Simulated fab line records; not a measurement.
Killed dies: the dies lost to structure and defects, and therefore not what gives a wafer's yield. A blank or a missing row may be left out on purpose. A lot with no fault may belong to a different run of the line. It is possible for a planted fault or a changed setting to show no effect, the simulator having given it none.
Which tool is to blame? | flow berkeley-cmos170 | Sampling: 7 lots, 21 wafers, 3 of 331 route steps

## WHAT THE GAUGES SHOWED, per wafer
UCB170_V2_THK_MEAS_01.
lot  | measured     | on            | V2_TEOS_THK (nm)
L165 | day 8 10:42  | film-metro-04 | 1967 1961 2025
L170 | day 9 00:32  | film-metro-04 | 1979 2021 2033
L169 | day 9 00:41  | film-metro-02 | 1999 2008 2008
L172 | day 9 10:31  | film-metro-03 | 1949 2001 2010
L180 | day 10 20:56 | film-metro-03 | 2826 2855 2882
L187 | day 12 15:48 | film-metro-03 | 1997 2033 1988
L185 | day 12 16:08 | film-metro-03 | 1983 1959 2001

## WHICH TOOL RAN EACH LOT (tool, then ch and the chambers of the sampled wafers, then the start)
lot  | UCB170_CONTACT_ETCH_18                        | UCB170_V2_CVD_00
L165 | rie-diel-03 ch 0,2,3, day 8 07:14 or earlier  | pecvd-01 ch 0,2, day 8 10:33
L170 | rie-diel-04 ch 0,1, day 8 20:28 or earlier    | pecvd-02 ch 1,2, day 9 00:23
L169 | rie-diel-04 ch 0,2,3, day 8 20:43 or earlier  | pecvd-03 ch 0,1,2, day 9 00:31
L172 | rie-diel-01 ch 0,1, day 9 04:47 or earlier    | pecvd-01 ch 0,1, day 9 10:20
L180 | rie-diel-04 ch 0,1,3, day 10 16:38 or earlier | pecvd-01 ch 1,2, day 10 20:47
L187 | rie-diel-01 ch 0,2, day 12 11:21 or earlier   | pecvd-03 ch 0,1,2, day 12 15:38
L185 | rie-diel-01 ch 0,1,3, day 12 11:28 or earlier | pecvd-03 ch 1,2, day 12 15:59
- UCB170_CONTACT_ETCH_18: etches PSG in CHF3/CF4/Ar, stops on TiSi2, target depth 840 nm, time 195 s.
- UCB170_V2_CVD_00: deposits SiO2 from TEOS/O2, target thk 2000 nm, time 250 s.

## THE ANSWER, worked out from the rows above alone
Rule: what is usual is taken from the lots themselves. Put in order of their means at a reading, lots are off if they are a third of the lots or fewer, leave a main group of 4 or more, and stand apart from it by a gap of 3 or more times the standard deviation of the main group's means; of several such gaps the widest counts. If all means in a main group match to the digits the tables above print for the reading, that group is not used. A lot without any number at a reading at which 4 lots or more have one is off too. Where the step has rows for the other lots, those lots are counted as sound.
Off: at UCB170_V2_THK_MEAS_01 (V2_TEOS_THK), L180. For the main group the mean is 1996 nm and the standard deviation 12.
A tool fits if, at a process step before that reading, it ran every lot that is off, and no sound lot after the first of them. Gauges at UCB170_V2_THK_MEAS_01: tried the same way as those tools. Because UCB170_CONTACT_ETCH_18 lacks a start for some lots, the hours and order of its lots are taken from UCB170_V1_CD_MEAS_12. This does not decide it: 2 tools fit, namely rie-diel-04 at UCB170_CONTACT_ETCH_18 and pecvd-01 at UCB170_V2_CVD_00.

## WHAT WAS PUT IN BY THE SIMULATOR
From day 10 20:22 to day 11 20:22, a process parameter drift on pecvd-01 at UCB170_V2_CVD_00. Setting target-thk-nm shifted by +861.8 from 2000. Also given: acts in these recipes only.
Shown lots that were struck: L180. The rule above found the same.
